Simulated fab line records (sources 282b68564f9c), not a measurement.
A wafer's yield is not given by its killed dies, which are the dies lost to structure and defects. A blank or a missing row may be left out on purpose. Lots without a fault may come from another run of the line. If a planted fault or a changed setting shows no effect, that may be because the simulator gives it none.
fab line records :: flow rit-cmos
[record]
  lots = 6
  wafers = 18
  last-day = 7
route steps=202 shown PRETRO@64 GATE@75 M1@202
lots that met no fault: from a run of the same line without faults
start-h: start of the lot's first displayed wafer, in hours after the record's first day :: wait-h: time in hours since the lot's previous step :: " unchanged from the row above :: L1.1+2: several wafers, shown together as one row :: - value missing, or start not given :: * or withheld: withheld :: < > ~ a bound
route shown NAME@n: NAME is a module with steps in the file, n the number in the route of the first one :: usual: average and standard deviation across the fault-free wafers :: same: alike in all rows :: chamber/n: place in a boat :: sites: per-site readings :: _std_site: standard deviation across them :: _edge_site: mean of outer sites minus mean of inner sites :: radius-mm: for every site, how far away it sits from the centre of the wafer :: mask NAME#n: copy n :: behind: the tool/chamber that last shaped the wafer :: hold: reason for holding the lot/hours on hold/outcome of the hold :: device: the transistor (n, p or np) that didn't switch :: end of line: the tests these same wafers got at the end of their route :: where a step has no rows: the recipe by itself :: killed: dies lost to structure and defects at the first sort, not the wafer's yield :: map: dies across one wafer; x = killed, . = not, _ = none there
set.NAME: the setting as run; set.NAME@STEP: as run at that earlier step :: model.NAME: the simulator's own value behind a step, which no gauge read
a table for each step, a row for each wafer; lots at some steps of the route
services: a tool's chamber out of use, with start hour (start-h, from the record's first day; less than 0 if before it), hours out, and reason
[[steps]]
[step RIT_PRETRO_HMDS_00]
[recipe]
  prime-time-s = 60
  prime-temp-c = 140
[step RIT_PRETRO_COAT_01]
[recipe]
  resist = NOVOLAK
  spin-rpm = 2000
  resist-thk-nm = 1300
[step RIT_PRETRO_SOFTBAKE_02]
[recipe]
  resist = NOVOLAK
  temp-c = 90
  time-s = 60
[step RIT_PRETRO_EXPOSE_03]
[recipe]
  mask-id = M5
  na = 0.57
  target-cd-nm = 43700
  dose-mj = 250
[step RIT_PRETRO_PEB_04]
[recipe]
  resist = NOVOLAK
  temp-c = withheld
  time-s = withheld
[step RIT_PRETRO_DEVELOP_05]
[recipe]
  resist = NOVOLAK
  develop-time-s = 68
  dev-temp-c = 23
[step RIT_PRETRO_OVL_MEAS_06]
[usual]
  PRETRO_OVL = -0.1/1.4
lot.wafer: L907.2
tool: overlay-01
chamber: -
start-h: 85.52
wait-h: -
PRETRO_OVL[nm]: -1.2

lot.wafer: L907.4
tool: overlay-01
chamber: -
start-h: 85.52
wait-h: -
PRETRO_OVL[nm]: -1.1

lot.wafer: L907.5
tool: overlay-01
chamber: -
start-h: 85.52
wait-h: -
PRETRO_OVL[nm]: -0.4

lot.wafer: L909.1
tool: overlay-02
chamber: -
start-h: 92.72
wait-h: -
PRETRO_OVL[nm]: 0.1

lot.wafer: L909.5
tool: overlay-02
chamber: -
start-h: 92.72
wait-h: -
PRETRO_OVL[nm]: 1.7

lot.wafer: L909.6
tool: overlay-02
chamber: -
start-h: 92.72
wait-h: -
PRETRO_OVL[nm]: -1.4

lot.wafer: L910.1
tool: overlay-02
chamber: -
start-h: 97.98
wait-h: -
PRETRO_OVL[nm]: -0.8

lot.wafer: L910.3
tool: overlay-02
chamber: -
start-h: 97.98
wait-h: -
PRETRO_OVL[nm]: -0.4

lot.wafer: L910.4
tool: overlay-02
chamber: -
start-h: 97.98
wait-h: -
PRETRO_OVL[nm]: 0.0

lot.wafer: L916.4
tool: overlay-01
chamber: -
start-h: 127.42
wait-h: -
PRETRO_OVL[nm]: 1.4

lot.wafer: L916.5
tool: overlay-01
chamber: -
start-h: 127.42
wait-h: -
PRETRO_OVL[nm]: -0.3

lot.wafer: L916.6
tool: overlay-01
chamber: -
start-h: 127.42
wait-h: -
PRETRO_OVL[nm]: -0.5

lot.wafer: L918.2
tool: overlay-01
chamber: -
start-h: 139.78
wait-h: -
PRETRO_OVL[nm]: 0.6

lot.wafer: L918.4
tool: overlay-01
chamber: -
start-h: 139.78
wait-h: -
PRETRO_OVL[nm]: -0.8

lot.wafer: L918.6
tool: overlay-01
chamber: -
start-h: 139.78
wait-h: -
PRETRO_OVL[nm]: -0.7

lot.wafer: L919.3
tool: overlay-02
chamber: -
start-h: 145.56
wait-h: -
PRETRO_OVL[nm]: -1.2

lot.wafer: L919.5
tool: overlay-02
chamber: -
start-h: 145.56
wait-h: -
PRETRO_OVL[nm]: -1.0

lot.wafer: L919.6
tool: overlay-02
chamber: -
start-h: 145.56
wait-h: -
PRETRO_OVL[nm]: -0.4
[step RIT_PRETRO_HARDBAKE_07]
[recipe]
  resist = NOVOLAK
  temp-c = 140
  time-s = 120
[step RIT_PRETRO_IMPLANT_08]
[recipe]
  species = B
  energy-kev = 45
  dose-cm2 = 1.2e+13
  tilt-deg = 7
[step RIT_PRETRO_STRIP_09]
[recipe]
  chemistry = O2
  time-s = 180
  resist = NOVOLAK
  platen-temp-c = withheld
  power-w = 500
  pressure-mtorr = 4000
  o2-flow-sccm = 4000
[usual]
  drypump-motor-current-A = 5.78/0.27
[same]
  time-s = 180
lot.wafer: L907.2
tool: plasma-asher-01
chamber: 1
start-h: 85.95
wait-h: 0.1
drypump-motor-current-A: 5.57
rf-hours-counter-h: 43

lot.wafer: L907.4
tool: plasma-asher-01
chamber: 1
start-h: 85.95
wait-h: 0.1
drypump-motor-current-A: 5.55
rf-hours-counter-h: -

lot.wafer: L907.5
tool: plasma-asher-01
chamber: 1
start-h: 85.95
wait-h: 0.1
drypump-motor-current-A: 5.57
rf-hours-counter-h: -

lot.wafer: L909.1
tool: plasma-asher-04
chamber: 0
start-h: 93.16
wait-h: 0.1
drypump-motor-current-A: 5.41
rf-hours-counter-h: 43

lot.wafer: L909.5
tool: plasma-asher-04
chamber: 1
start-h: 93.16
wait-h: 0.1
drypump-motor-current-A: 5.64
rf-hours-counter-h: -

lot.wafer: L909.6
tool: plasma-asher-04
chamber: 0
start-h: 93.16
wait-h: 0.1
drypump-motor-current-A: 5.40
rf-hours-counter-h: -

lot.wafer: L910.1
tool: plasma-asher-04
chamber: 0
start-h: 98.41
wait-h: 0.1
drypump-motor-current-A: 5.42
rf-hours-counter-h: 43

lot.wafer: L910.3
tool: plasma-asher-04
chamber: 1
start-h: 98.41
wait-h: 0.1
drypump-motor-current-A: 5.66
rf-hours-counter-h: -

lot.wafer: L910.4
tool: plasma-asher-04
chamber: 0
start-h: 98.41
wait-h: 0.1
drypump-motor-current-A: 5.41
rf-hours-counter-h: -

lot.wafer: L916.4
tool: plasma-asher-04
chamber: 1
start-h: 127.90
wait-h: 0.1
drypump-motor-current-A: 5.60
rf-hours-counter-h: -

lot.wafer: L916.5
tool: plasma-asher-04
chamber: 1
start-h: 127.90
wait-h: 0.1
drypump-motor-current-A: 5.61
rf-hours-counter-h: -

lot.wafer: L916.6
tool: plasma-asher-04
chamber: 0
start-h: 127.90
wait-h: 0.1
drypump-motor-current-A: 5.42
rf-hours-counter-h: -

lot.wafer: L918.2
tool: plasma-asher-02
chamber: 0
start-h: 140.21
wait-h: 0.1
drypump-motor-current-A: 6.16
rf-hours-counter-h: 51

lot.wafer: L918.4
tool: plasma-asher-02
chamber: 0
start-h: 140.21
wait-h: 0.1
drypump-motor-current-A: 6.15
rf-hours-counter-h: -

lot.wafer: L918.6
tool: plasma-asher-02
chamber: 1
start-h: 140.21
wait-h: 0.1
drypump-motor-current-A: 5.91
rf-hours-counter-h: -

lot.wafer: L919.3
tool: plasma-asher-02
chamber: 0
start-h: 146.04
wait-h: 0.1
drypump-motor-current-A: 6.14
rf-hours-counter-h: -

lot.wafer: L919.5
tool: plasma-asher-02
chamber: 0
start-h: 146.04
wait-h: 0.1
drypump-motor-current-A: 6.16
rf-hours-counter-h: -

lot.wafer: L919.6
tool: plasma-asher-02
chamber: 1
start-h: 146.04
wait-h: 0.1
drypump-motor-current-A: 5.92
rf-hours-counter-h: -
[step RIT_PRETRO_TW_MEAS_10]
[usual]
  PRETRO_TW = 476/4.1
lot.wafer: L907.2
tool: film-metro-03
chamber: -
start-h: 86.14
wait-h: 0.1
PRETRO_TW: 470

lot.wafer: L907.4
tool: film-metro-03
chamber: -
start-h: 86.14
wait-h: 0.1
PRETRO_TW: 470

lot.wafer: L907.5
tool: film-metro-03
chamber: -
start-h: 86.14
wait-h: 0.1
PRETRO_TW: 472

lot.wafer: L909.1
tool: film-metro-01
chamber: -
start-h: 93.33
wait-h: 0.1
PRETRO_TW: 482

lot.wafer: L909.5
tool: film-metro-01
chamber: -
start-h: 93.33
wait-h: 0.1
PRETRO_TW: 480

lot.wafer: L909.6
tool: film-metro-01
chamber: -
start-h: 93.33
wait-h: 0.1
PRETRO_TW: 480

lot.wafer: L910.1
tool: film-metro-04
chamber: -
start-h: 98.59
wait-h: 0.1
PRETRO_TW: 477

lot.wafer: L910.3
tool: film-metro-04
chamber: -
start-h: 98.59
wait-h: 0.1
PRETRO_TW: 478

lot.wafer: L910.4
tool: film-metro-04
chamber: -
start-h: 98.59
wait-h: 0.1
PRETRO_TW: 481

lot.wafer: L916.4
tool: film-metro-04
chamber: -
start-h: 128.05
wait-h: 0.1
PRETRO_TW: 479

lot.wafer: L916.5
tool: film-metro-04
chamber: -
start-h: 128.05
wait-h: 0.1
PRETRO_TW: 476

lot.wafer: L916.6
tool: film-metro-04
chamber: -
start-h: 128.05
wait-h: 0.1
PRETRO_TW: 481

lot.wafer: L918.2
tool: film-metro-01
chamber: -
start-h: 140.40
wait-h: 0.1
PRETRO_TW: 481

lot.wafer: L918.4
tool: film-metro-01
chamber: -
start-h: 140.40
wait-h: 0.1
PRETRO_TW: 480

lot.wafer: L918.6
tool: film-metro-01
chamber: -
start-h: 140.40
wait-h: 0.1
PRETRO_TW: 484

lot.wafer: L919.3
tool: film-metro-04
chamber: -
start-h: 146.18
wait-h: 0.1
PRETRO_TW: 476

lot.wafer: L919.5
tool: film-metro-04
chamber: -
start-h: 146.18
wait-h: 0.1
PRETRO_TW: 477

lot.wafer: L919.6
tool: film-metro-04
chamber: -
start-h: 146.18
wait-h: 0.1
PRETRO_TW: 476
[step RIT_GATE_WET_ETCH_00]
[recipe]
  chemistry = BOE
  target = SiO2
  target-depth-nm = 56
  time-s = 60
  dry = n2-spin
  dilution = 10:1
  temp-c = 21.5
[step RIT_GATE_CLEAN_01]
[recipe]
  chemistry = SC1
  mix = 3:3:50
  time-s = 600
  temp-c = 75
[usual]
  bath-guard-temp-C = 74.9/0.46
  bath-heat-duty-pct = 15.7/1.1
  time-s = 600/0
lot.wafer: L907.2
tool: wet-bench-03
chamber: 0
start-h: 86.21
wait-h: 0.0
bath-guard-temp-C: 75.4
bath-heat-duty-pct: 16.8
time-s: 600

lot.wafer: L907.4
tool: wet-bench-03
chamber: 0
start-h: 86.21
wait-h: 0.0
bath-guard-temp-C: 75.4
bath-heat-duty-pct: 16.7
time-s: 600

lot.wafer: L907.5
tool: wet-bench-03
chamber: 0
start-h: 86.21
wait-h: 0.0
bath-guard-temp-C: 75.7
bath-heat-duty-pct: 17.0
time-s: 600

lot.wafer: L909.1
tool: wet-bench-04
chamber: 2
start-h: 93.42
wait-h: 0.0
bath-guard-temp-C: -
bath-heat-duty-pct: -
time-s: -

lot.wafer: L909.5
tool: wet-bench-04
chamber: 2
start-h: 93.42
wait-h: 0.0
bath-guard-temp-C: -
bath-heat-duty-pct: -
time-s: -

lot.wafer: L909.6
tool: wet-bench-04
chamber: 2
start-h: 93.42
wait-h: 0.0
bath-guard-temp-C: -
bath-heat-duty-pct: -
time-s: -

lot.wafer: L910.1
tool: wet-bench-04
chamber: 3
start-h: 98.68
wait-h: 0.0
bath-guard-temp-C: -
bath-heat-duty-pct: -
time-s: -

lot.wafer: L910.3
tool: wet-bench-04
chamber: 3
start-h: 98.68
wait-h: 0.0
bath-guard-temp-C: -
bath-heat-duty-pct: -
time-s: -

lot.wafer: L910.4
tool: wet-bench-04
chamber: 3
start-h: 98.68
wait-h: 0.0
bath-guard-temp-C: -
bath-heat-duty-pct: -
time-s: -

lot.wafer: L916.4
tool: wet-bench-04
chamber: 3
start-h: 128.10
wait-h: 0.0
bath-guard-temp-C: 75.1
bath-heat-duty-pct: 14.6
time-s: 600

lot.wafer: L916.5
tool: wet-bench-04
chamber: 3
start-h: 128.10
wait-h: 0.0
bath-guard-temp-C: 75.1
bath-heat-duty-pct: 15.0
time-s: 600

lot.wafer: L916.6
tool: wet-bench-04
chamber: 3
start-h: 128.10
wait-h: 0.0
bath-guard-temp-C: 74.6
bath-heat-duty-pct: 15.1
time-s: 600

lot.wafer: L918.2
tool: wet-bench-01
chamber: 1
start-h: 140.48
wait-h: 0.0
bath-guard-temp-C: 74.3
bath-heat-duty-pct: 15.1
time-s: 600

lot.wafer: L918.4
tool: wet-bench-01
chamber: 1
start-h: 140.48
wait-h: 0.0
bath-guard-temp-C: 74.3
bath-heat-duty-pct: 14.6
time-s: 600

lot.wafer: L918.6
tool: wet-bench-01
chamber: 1
start-h: 140.48
wait-h: 0.0
bath-guard-temp-C: 73.9
bath-heat-duty-pct: 15.0
time-s: 600

lot.wafer: L919.3
tool: wet-bench-01
chamber: 1
start-h: 146.25
wait-h: 0.0
bath-guard-temp-C: 74.4
bath-heat-duty-pct: 14.1
time-s: 600

lot.wafer: L919.5
tool: wet-bench-01
chamber: 1
start-h: 146.25
wait-h: 0.0
bath-guard-temp-C: 74.3
bath-heat-duty-pct: 15.3
time-s: 600

lot.wafer: L919.6
tool: wet-bench-01
chamber: 1
start-h: 146.25
wait-h: 0.0
bath-guard-temp-C: 74.6
bath-heat-duty-pct: 15.2
time-s: 600
[step RIT_GATE_CLEAN_02]
[recipe]
  chemistry = dHF
  dilution = 50:1
  time-s = 30
[step RIT_M1_PROBE_99]
[usual]
  killed-at-contacts = 0.1/0.32
  killed-at-front-end = 6/3.1
  killed-dies = 7/3.2
  killed-open = 3.1/1.9
  killed-short = 3.5/2.2
[same]
  gross-dies = 264
  killed_at_M0_to_M3 = 0
  killed_at_M4_up = 0
  killed-at-back-side = 0
  killed-at-other = 0
lot.wafer: L907.2
tool: prober-01
chamber: -
start-h: 115.29
wait-h: 0.1
killed-at-contacts: 0
killed-at-front-end: 4
killed-dies: 4
killed-open: 2
killed-short: 2

lot.wafer: L907.4
tool: prober-01
chamber: -
start-h: 115.39
wait-h: 0.2
killed-at-contacts: 0
killed-at-front-end: 8
killed-dies: 8
killed-open: 3
killed-short: 5

lot.wafer: L907.5
tool: prober-01
chamber: -
start-h: 115.44
wait-h: 0.2
killed-at-contacts: 0
killed-at-front-end: 7
killed-dies: 7
killed-open: 1
killed-short: 6

lot.wafer: L909.1
tool: prober-02
chamber: -
start-h: 122.02
wait-h: 0.1
killed-at-contacts: 0
killed-at-front-end: 3
killed-dies: 3
killed-open: 2
killed-short: 1

lot.wafer: L909.5
tool: prober-02
chamber: -
start-h: 122.22
wait-h: 0.2
killed-at-contacts: 0
killed-at-front-end: 13
killed-dies: 13
killed-open: 4
killed-short: 9

lot.wafer: L909.6
tool: prober-02
chamber: -
start-h: 122.27
wait-h: 0.2
killed-at-contacts: 1
killed-at-front-end: 6
killed-dies: 7
killed-open: 4
killed-short: 3

lot.wafer: L910.1
tool: prober-01
chamber: -
start-h: 128.00
wait-h: 0.1
killed-at-contacts: 0
killed-at-front-end: 10
killed-dies: 10
killed-open: 5
killed-short: 5

lot.wafer: L910.3
tool: prober-01
chamber: -
start-h: 128.10
wait-h: 0.2
killed-at-contacts: 0
killed-at-front-end: 5
killed-dies: 5
killed-open: 2
killed-short: 3

lot.wafer: L910.4
tool: prober-01
chamber: -
start-h: 128.15
wait-h: 0.2
killed-at-contacts: 0
killed-at-front-end: 5
killed-dies: 5
killed-open: 3
killed-short: 2

lot.wafer: L916.4
tool: prober-01
chamber: -
start-h: 161.91
wait-h: 0.2
killed-at-contacts: 0
killed-at-front-end: 4
killed-dies: 4
killed-open: 1
killed-short: 3

lot.wafer: L916.5
tool: prober-01
chamber: -
start-h: 161.96
wait-h: 0.2
killed-at-contacts: 0
killed-at-front-end: 6
killed-dies: 6
killed-open: 3
killed-short: 3

lot.wafer: L916.6
tool: prober-01
chamber: -
start-h: 162.01
wait-h: 0.2
killed-at-contacts: 1
killed-at-front-end: 7
killed-dies: 8
killed-open: 3
killed-short: 5

lot.wafer: L918.2
tool: prober-02
chamber: -
start-h: 174.33
wait-h: 0.1
killed-at-contacts: 0
killed-at-front-end: 12
killed-dies: 12
killed-open: 6
killed-short: 6

lot.wafer: L918.4
tool: prober-02
chamber: -
start-h: 174.43
wait-h: 0.2
killed-at-contacts: 0
killed-at-front-end: 4
killed-dies: 4
killed-open: 2
killed-short: 2

lot.wafer: L918.6
tool: prober-02
chamber: -
start-h: 174.53
wait-h: 0.2
killed-at-contacts: 0
killed-at-front-end: 5
killed-dies: 5
killed-open: 3
killed-short: 2

lot.wafer: L919.3
tool: prober-01
chamber: -
start-h: 178.43
wait-h: 0.2
killed-at-contacts: 0
killed-at-front-end: 0
killed-dies: 0
killed-open: 0
killed-short: 0

lot.wafer: L919.5
tool: prober-01
chamber: -
start-h: 178.53
wait-h: 0.2
killed-at-contacts: 0
killed-at-front-end: 6
killed-dies: 6
killed-open: 0
killed-short: 6

lot.wafer: L919.6
tool: prober-01
chamber: -
start-h: 178.58
wait-h: 0.2
killed-at-contacts: 0
killed-at-front-end: 4
killed-dies: 4
killed-open: 3
killed-short: 1
// killed by level:class
L907.2 FOX1:geometric-particle:open=2 FOX1:geometric-particle:short=1 SPACER:geometric-particle:short=1
L907.4 REOX:geometric-particle:short=2 SPACER:geometric-particle:open=2 GATE:geometric-particle:short=1 SPACER:geometric-particle:short=1 SILICIDE:geometric-particle:short=1 SILICIDE:geometric-particle:open=1
L907.5 FOX2:geometric-particle:short=2 GATE:geometric-particle:short=1 GATE:geometric-particle:open=1 REOX:geometric-particle:short=1 SPACER:geometric-particle:short=1 SILICIDE:geometric-particle:short=1
L909.1 FOX2:geometric-particle:open=1 GATE:geometric-particle:open=1 GATE:geometric-particle:short=1
L909.5 GATE:geometric-particle:short=4 REOX:geometric-particle:open=3 REOX:geometric-particle:short=2 SPACER:geometric-particle:short=2 FOX2:geometric-particle:short=1 SPACER:geometric-particle:open=1
L909.6 REOX:geometric-particle:open=3 GATE:geometric-particle:open=1 GATE:geometric-particle:short=1 REOX:geometric-particle:short=1 CONTACT:geometric-particle:short=1
L910.1 GATE:geometric-particle:short=3 REOX:geometric-particle:open=2 FOX1:geometric-particle:open=1 GATE:geometric-particle:open=1 SILICIDE:geometric-particle:short=1 SILICIDE:geometric-particle:open=1 STARTING-WAFER:geometric-particle:short=1
L910.3 SILICIDE:geometric-particle:short=3 FOX1:geometric-particle:open=1 GATE:geometric-particle:open=1
L910.4 GATE:geometric-particle:open=2 FOX1:geometric-particle:short=1 FOX2:geometric-particle:short=1 SPACER:geometric-particle:open=1
L916.4 ACTIVE:geometric-particle:open=1 FOX1:geometric-particle:short=1 GATE:geometric-particle:short=1 REOX:geometric-particle:short=1
L916.5 FOX1:geometric-particle:open=1 GATE:geometric-particle:open=1 REOX:geometric-particle:short=1 SPACER:geometric-particle:short=1 SPACER:geometric-particle:open=1 SILICIDE:geometric-particle:short=1
L916.6 SPACER:geometric-particle:short=2 ACTIVE:geometric-particle:short=1 GATE:geometric-particle:open=1 GATE:geometric-particle:short=1 SPACER:geometric-particle:open=1 SILICIDE:geometric-particle:open=1 CONTACT:geometric-particle:short=1
L918.2 REOX:geometric-particle:open=4 GATE:geometric-particle:open=2 GATE:geometric-particle:short=2 REOX:geometric-particle:short=2 FOX2:geometric-particle:short=1 SPACER:geometric-particle:short=1
L918.4 GATE:geometric-particle:short=2 GATE:geometric-particle:open=1 SILICIDE:geometric-particle:open=1
L918.6 SPACER:geometric-particle:open=2 GATE:geometric-particle:short=1 REOX:geometric-particle:open=1 SPACER:geometric-particle:short=1
L919.3
L919.5 FOX1:geometric-particle:short=2 GATE:geometric-particle:short=2 REOX:geometric-particle:short=1 SPACER:geometric-particle:short=1
L919.6 GATE:geometric-particle:open=1 GATE:geometric-particle:short=1 REOX:geometric-particle:open=1 SILICIDE:geometric-particle:open=1
[[services]]
tool: plasma-asher-04
chamber: -
start-h: 85.90
hours: 2.0
kind: repair

tool: plasma-asher-04
chamber: -
start-h: 89.52
hours: 2.1
kind: repair

tool: plasma-asher-01
chamber: -
start-h: 108.75
hours: 9.0
kind: pm

tool: plasma-asher-01
chamber: 0
start-h: 108.75
hours: 9.0
kind: vent-cycle

tool: plasma-asher-01
chamber: 1
start-h: 108.75
hours: 9.0
kind: vent-cycle

tool: plasma-asher-01
chamber: 0
start-h: 117.75
hours: -
kind: clean

tool: plasma-asher-01
chamber: 1
start-h: 117.75
hours: -
kind: clean
[[key]]
[first-sign]
  step = RIT_GATE_CLEAN_01
  reading = tool-record
  direction = missing
effect none on later readings
met-at RIT_GATE_CLEAN_01
struck-wafers L909.1,L909.5,L909.6,L910.1,L910.3,L910.4
tester-left-out L909,L910
[fault]
  kind = skipped-step-whole
  tool = wet-bench-04
  chamber = -
  onset-h = 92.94
  steps = RIT_GATE_CLEAN_01
  scope = struck-lots-only
// tester-left-out: of these lots the tester's yield and bins aren't shown, on N5 and GAA mostly nor the transistor test; their killed dies are dies lost to structure and defects alone, not to doping, threshold or leakage, so they don't give the yield
